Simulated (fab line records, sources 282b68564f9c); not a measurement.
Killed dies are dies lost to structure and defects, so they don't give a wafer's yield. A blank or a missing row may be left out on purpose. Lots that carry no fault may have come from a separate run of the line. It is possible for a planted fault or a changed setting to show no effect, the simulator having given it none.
Which tool was responsible? || flow rit_cmos || 14 lots, 42 wafers sampled, at 4 steps of a route of 202

== WHAT EACH GAUGE READ, for each wafer ==
RIT_GATE_THK_MEAS_09.
{"lot": "L256", "measured": "day 2 16:27", "on": "film_metro-03", "GATE_POLY_THK (nm)": "245.7 244.7 247.4"}
{"lot": "L258", "measured": "day 3 02:25", "on": "film_metro-03", "GATE_POLY_THK (nm)": "240.6 239.9 240.4"}
{"lot": "L259", "measured": "day 3 10:11", "on": "film_metro-04", "GATE_POLY_THK (nm)": "241.7 240.1 241.4"}
{"lot": "L262", "measured": "day 4 00:38", "on": "film_metro-03", "GATE_POLY_THK (nm)": "243.2 240.8 242.3"}
{"lot": "L266", "measured": "day 4 20:07", "on": "film_metro-02", "GATE_POLY_THK (nm)": "245.2 245.3 246.6"}
{"lot": "L267", "measured": "day 4 22:38", "on": "film_metro-04", "GATE_POLY_THK (nm)": "242.9 241.8 242.0"}
{"lot": "L268", "measured": "day 5 05:28", "on": "film_metro-02", "GATE_POLY_THK (nm)": "241.7 241.7 239.4"}
{"lot": "L271", "measured": "day 5 19:31", "on": "film_metro-02", "GATE_POLY_THK (nm)": "241.9 241.1 241.5"}
{"lot": "L273", "measured": "day 6 09:13", "on": "film_metro-04", "GATE_POLY_THK (nm)": "242.2 242.2 242.4"}
{"lot": "L274", "measured": "day 6 12:29", "on": "film_metro-02", "GATE_POLY_THK (nm)": "243.2 242.0 243.6"}
{"lot": "L275", "measured": "day 6 16:02", "on": "film_metro-03", "GATE_POLY_THK (nm)": "241.2 242.3 241.9"}
{"lot": "L276", "measured": "day 7 02:40", "on": "film_metro-02", "GATE_POLY_THK (nm)": "239.3 240.4 239.3"}
{"lot": "L277", "measured": "day 7 04:17", "on": "film_metro-04", "GATE_POLY_THK (nm)": "238.3 240.9 240.1"}
{"lot": "L278", "measured": "day 7 09:08", "on": "film_metro-03", "GATE_POLY_THK (nm)": "240.9 240.3 239.3"}

RIT_SDANNEAL_RS_MEAS_07: measures by four-point-probe.
{"lot": "L256", "measured": "day 3 06:23", "on": "film_metro-01", "NLDD_RS (ohm/sq)": "148.4 148.2 148.2"}
{"lot": "L258", "measured": "day 3 17:38", "on": "film_metro-01", "NLDD_RS (ohm/sq)": "148.2 148.2 148.6"}
{"lot": "L259", "measured": "day 4 02:22", "on": "film_metro-04", "NLDD_RS (ohm/sq)": "149.4 150.2 149.7"}
{"lot": "L262", "measured": "day 4 16:10", "on": "film_metro-01", "NLDD_RS (ohm/sq)": "148.9 149.2 148.8"}
{"lot": "L266", "measured": "day 5 10:05", "on": "film_metro-01", "NLDD_RS (ohm/sq)": "149.2 149.3 149.0"}
{"lot": "L267", "measured": "day 5 12:41", "on": "film_metro-04", "NLDD_RS (ohm/sq)": "149.0 148.7 148.2"}
{"lot": "L268", "measured": "day 5 21:02", "on": "film_metro-04", "NLDD_RS (ohm/sq)": "149.0 149.0 148.8"}
{"lot": "L271", "measured": "day 6 09:55", "on": "film_metro-02", "NLDD_RS (ohm/sq)": "148.9 149.1 149.1"}
{"lot": "L273", "measured": "day 7 00:07", "on": "film_metro-04", "NLDD_RS (ohm/sq)": "149.6 149.5 149.6"}
{"lot": "L274", "measured": "day 7 04:43", "on": "film_metro-02", "NLDD_RS (ohm/sq)": "148.5 148.5 148.8"}
{"lot": "L275", "measured": "day 7 07:56", "on": "film_metro-02", "NLDD_RS (ohm/sq)": "148.3 148.4 148.4"}
{"lot": "L276", "measured": "day 7 17:13", "on": "film_metro-04", "NLDD_RS (ohm/sq)": "149.3 148.9 149.2"}
{"lot": "L277", "measured": "day 7 18:50", "on": "film_metro-01", "NLDD_RS (ohm/sq)": "148.5 149.0 148.5"}
{"lot": "L278", "measured": "day 8 00:35", "on": "film_metro-01", "NLDD_RS (ohm/sq)": "149.0 149.4 149.6"}

== TOOL THAT RAN EACH LOT (tool first, then ch and the chambers of the sampled wafers, then the start) ==
{"lot": "L256", "RIT_PRETRO_DEVELOP_05": "litho_track-01 ch 0, day 2 12:00", "RIT_GATE_STRIP_20": "plasma_asher-04 ch 0,1, day 2 17:55"}
{"lot": "L258", "RIT_PRETRO_DEVELOP_05": "litho_track-01 ch 0, day 2 22:00", "RIT_GATE_STRIP_20": "plasma_asher-01 ch 1, day 3 04:05"}
{"lot": "L259", "RIT_PRETRO_DEVELOP_05": "litho_track-03 ch 0, day 3 03:00", "RIT_GATE_STRIP_20": "plasma_asher-04 ch 0,1, day 3 11:32"}
{"lot": "L262", "RIT_PRETRO_DEVELOP_05": "litho_track-02 ch 0, day 3 17:00", "RIT_GATE_STRIP_20": "plasma_asher-02 ch 0,1, day 4 02:00"}
{"lot": "L266", "RIT_PRETRO_DEVELOP_05": "litho_track-03, day 4 14:00", "RIT_GATE_STRIP_20": "plasma_asher-01 ch 0,1, day 4 21:32"}
{"lot": "L267", "RIT_PRETRO_DEVELOP_05": "litho_track-01, day 4 18:00", "RIT_GATE_STRIP_20": "plasma_asher-02 ch 0,1, day 4 23:58"}
{"lot": "L268", "RIT_PRETRO_DEVELOP_05": "litho_track-01 ch 0, day 5 00:00", "RIT_GATE_STRIP_20": "plasma_asher-04 ch 0,1, day 5 06:47"}
{"lot": "L271", "RIT_PRETRO_DEVELOP_05": "litho_track-03 ch 0, day 5 14:00", "RIT_GATE_STRIP_20": "plasma_asher-02 ch 0,1, day 5 21:01"}
{"lot": "L273", "RIT_PRETRO_DEVELOP_05": "litho_track-01 ch 0, day 6 00:00", "RIT_GATE_STRIP_20": "plasma_asher-02 ch 0,1, day 6 10:33"}
{"lot": "L274", "RIT_PRETRO_DEVELOP_05": "litho_track-02 ch 0, day 6 06:00", "RIT_GATE_STRIP_20": "plasma_asher-01 ch 0,1, day 6 13:48"}
{"lot": "L275", "RIT_PRETRO_DEVELOP_05": "litho_track-02 ch 0, day 6 10:00", "RIT_GATE_STRIP_20": "plasma_asher-01 ch 0,1, day 6 17:24"}
{"lot": "L276", "RIT_PRETRO_DEVELOP_05": "litho_track-03 ch 0, day 6 20:00", "RIT_GATE_STRIP_20": "plasma_asher-02 ch 0,1, day 7 03:59"}
{"lot": "L277", "RIT_PRETRO_DEVELOP_05": "litho_track-03 ch 0, day 6 22:00", "RIT_GATE_STRIP_20": "plasma_asher-01 ch 0,1, day 7 05:44"}
{"lot": "L278", "RIT_PRETRO_DEVELOP_05": "litho_track-02 ch 0, day 7 04:00", "RIT_GATE_STRIP_20": "plasma_asher-01 ch 0,1, day 7 10:37"}
- RIT_PRETRO_DEVELOP_05: develop time 68 s.
- RIT_GATE_STRIP_20: strips in O2, time 180 s.

== WHAT THE TOOLS THEMSELVES READ (means of the sampled wafers that have a number; where no wafer has one, the mark that the record gives instead) ==
RIT_PRETRO_DEVELOP_05.
{"lot": "L256", "tool": "litho_track-01", "chill_plate_temp_C (C)": 23.02}
{"lot": "L258", "tool": "litho_track-01", "chill_plate_temp_C (C)": 23.16}
{"lot": "L259", "tool": "litho_track-03", "chill_plate_temp_C (C)": 22.98}
{"lot": "L262", "tool": "litho_track-02", "chill_plate_temp_C (C)": 22.92}
{"lot": "L266", "tool": "litho_track-03", "chill_plate_temp_C (C)": "-"}
{"lot": "L267", "tool": "litho_track-01", "chill_plate_temp_C (C)": "-"}
{"lot": "L268", "tool": "litho_track-01", "chill_plate_temp_C (C)": 23.08}
{"lot": "L271", "tool": "litho_track-03", "chill_plate_temp_C (C)": 23.08}
{"lot": "L273", "tool": "litho_track-01", "chill_plate_temp_C (C)": 23.04}
{"lot": "L274", "tool": "litho_track-02", "chill_plate_temp_C (C)": 22.89}
{"lot": "L275", "tool": "litho_track-02", "chill_plate_temp_C (C)": 23.09}
{"lot": "L276", "tool": "litho_track-03", "chill_plate_temp_C (C)": 22.93}
{"lot": "L277", "tool": "litho_track-03", "chill_plate_temp_C (C)": 23.07}
{"lot": "L278", "tool": "litho_track-02", "chill_plate_temp_C (C)": 23.08}

RIT_GATE_STRIP_20.
{"lot": "L256", "tool": "plasma_asher-04", "drypump_motor_current_A (A)": 5.5}
{"lot": "L258", "tool": "plasma_asher-01", "drypump_motor_current_A (A)": 6.2}
{"lot": "L259", "tool": "plasma_asher-04", "drypump_motor_current_A (A)": 5.4}
{"lot": "L262", "tool": "plasma_asher-02", "drypump_motor_current_A (A)": 5.9}
{"lot": "L266", "tool": "plasma_asher-01", "drypump_motor_current_A (A)": 5.6}
{"lot": "L267", "tool": "plasma_asher-02", "drypump_motor_current_A (A)": 5.8}
{"lot": "L268", "tool": "plasma_asher-04", "drypump_motor_current_A (A)": 5.4}
{"lot": "L271", "tool": "plasma_asher-02", "drypump_motor_current_A (A)": 5.9}
{"lot": "L273", "tool": "plasma_asher-02", "drypump_motor_current_A (A)": 5.8}
{"lot": "L274", "tool": "plasma_asher-01", "drypump_motor_current_A (A)": 5.6}
{"lot": "L275", "tool": "plasma_asher-01", "drypump_motor_current_A (A)": 5.9}
{"lot": "L276", "tool": "plasma_asher-02", "drypump_motor_current_A (A)": 5.9}
{"lot": "L277", "tool": "plasma_asher-01", "drypump_motor_current_A (A)": 5.6}
{"lot": "L278", "tool": "plasma_asher-01", "drypump_motor_current_A (A)": 5.6}

== THE ANSWER, worked out from the rows above alone ==
Rule: the lots themselves supply what counts as usual. The widest of any qualifying gaps counts: lots, ordered by their means at a reading, are off when they make up no more than a third of the lots, leave a main group of 4 or more, and stand apart from it by 3 or more times the standard deviation of that group's means. The tables above print the reading to a certain number of digits; a main group whose means all agree to those digits is not used. Also off: a lot with no number at a reading for which 4 or more lots have one. All remaining lots with rows at the step are treated as sound. After the gauges, taken in route order, come the tools' own readings; for these a lot's mean is taken, as printed above. At the first step where some lot is off, the reading lying furthest off is the one used; lots without a number count as furthest.
Off: L266, L267, at RIT_PRETRO_DEVELOP_05 (chill_plate_temp_C). Without a number there: L266, L267. Mean 23.03 C and standard deviation 0.079 in the main group.
If a tool, at that step or one of the process steps before it, ran each lot that is off and ran no sound lot following the first of them, it fits. None of those tried fits.

== WHAT HAD BEEN PUT IN BY THE SIMULATOR ==
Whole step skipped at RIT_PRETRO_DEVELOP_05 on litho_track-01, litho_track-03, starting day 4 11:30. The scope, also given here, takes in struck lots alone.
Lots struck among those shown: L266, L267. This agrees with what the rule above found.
